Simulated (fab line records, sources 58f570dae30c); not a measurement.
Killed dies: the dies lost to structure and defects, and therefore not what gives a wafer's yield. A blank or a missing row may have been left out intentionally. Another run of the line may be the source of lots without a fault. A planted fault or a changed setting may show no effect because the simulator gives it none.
Lot-split experiment | flow berkeley cmos170 | on a route of 331 steps: 5 lots, 23 wafers read

## THE SPLIT
At UCB170_NLDD_EXPOSE_03 (exposes mask NSELECT, target cd 1200 nm), the setting dose mj was moved away from the recipe's 30 on 4 of the 23 wafers read, by +7.1% to +7.2%. For the rest of the wafers, this setting stayed at what the recipe calls for.

## FROM THE SPLIT TO THE READING: what the file shows between them, 2 steps
- UCB170_NLDD_PEB_04
- UCB170_NLDD_DEVELOP_05: develop time 45 s

## THE READING
cd nm at UCB170_NLDD_CD_MEAS_06, given in nm (cd target 1200 nm). On this fab line, fault-free wafers typically give 1200.2 nm with a standard deviation of 1.4 nm.

wafer  | tool, chamber at the split | dose mj as run | against the recipe | cd nm, nm | against lot-mates on the recipe
L076.1 | krf scanner-01, 0          | 30             | recipe             | 1198.0    | -
L076.2 | krf scanner-01, 0          | 32.13          | +7.1%              | 1210.7    | +12.3
L076.3 | krf scanner-01, 0          | 30             | recipe             | 1197.8    | -
L076.4 | krf scanner-01, 0          | 32.13          | +7.1%              | 1209.6    | +11.2
L076.5 | krf scanner-01, 0          | 30             | recipe             | 1199.4    | -
L079.1 | krf scanner-02, 0          | 32.15          | +7.2%              | 1212.1    | +13.4
L079.2 | krf scanner-02, 0          | 30             | recipe             | 1198.4    | -
L079.4 | krf scanner-02, 0          | 30             | recipe             | 1199.2    | -
L079.5 | krf scanner-02, 0          | 32.15          | +7.2%              | 1211.0    | +12.3
L079.6 | krf scanner-02, 0          | 30             | recipe             | 1198.5    | -
L078.2 | krf scanner-02, 0          | 30             | recipe             | 1201.5    | -
L078.3 | krf scanner-02, 0          | 30             | recipe             | 1199.8    | -
L078.4 | krf scanner-02, 0          | 30             | recipe             | 1201.6    | -
L078.5 | krf scanner-02, 0          | 30             | recipe             | 1200.0    | -
L078.6 | krf scanner-02, 0          | 30             | recipe             | 1202.6    | -
L080.1 | krf scanner-01, 0          | 30             | recipe             | 1203.3    | -
L080.2 | krf scanner-01, 0          | 30             | recipe             | 1202.8    | -
L080.3 | krf scanner-01, 0          | 30             | recipe             | 1203.0    | -
L080.5 | krf scanner-01, 0          | 30             | recipe             | 1202.7    | -
L080.6 | krf scanner-01, 0          | 30             | recipe             | 1201.8    | -
L082.2 | krf scanner-02, 0          | 30             | recipe             | 1200.0    | -
L082.4 | krf scanner-02, 0          | 30             | recipe             | 1199.9    | -
L082.6 | krf scanner-02, 0          | 30             | recipe             | 1199.6    | -

FIT RESULTS
A straight line over all 23 wafers: cd nm changes by +1.45 nm for each +1% of dose mj; r = +0.92; the points scatter about the line by 1.7 nm.
The same after taking each lot's own level away (the mean of its wafers on the recipe; 23 wafers): +1.72 nm for each +1%; r = +0.99; scatter 0.72 nm.
On that fit, the largest move of dose mj shifts the reading by 12 nm.
The lots' own levels span 1198.40 to 1202.72 nm, that is 3.1 times the standard deviation above.
In other words, the slope is changed by the lot-to-lot level; the two fits disagree.
Check: with one of the wafers moved furthest among these (+7.2%) left out of the fit, the line predicts +12 nm for it against its lot-mates. Against them it came out at +13.4 nm.

## THE OTHER SPLITS THESE WAFERS WENT THROUGH
Before the reading, these wafers also passed through other splits. Each is held against what the fit with the lots' levels taken away leaves over:
other split on the same wafers      | wafers away from the commonest value | r with cd nm (lot level and that fit taken away)
UCB170_START_OXIDATION_02 ox time s | 10                                   | -0.10
UCB170_NWELL_IMPLANT_14 dose cm2    | 7                                    | +0.17
UCB170_ACTIVE_OXIDATION_02 temp c   | 10                                   | +0.00
UCB170_ACTIVE_STRIP_16 power w      | 4                                    | -0.28
UCB170_SCREENOX_OXIDATION_01 temp c | 18                                   | -0.03
UCB170_PLDD_PEB_04 peb temp c       | 4                                    | +0.34

## THE FILE'S OWN FIT
cd nm changes by +1.72 nm for each +1% of dose mj, r = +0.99.
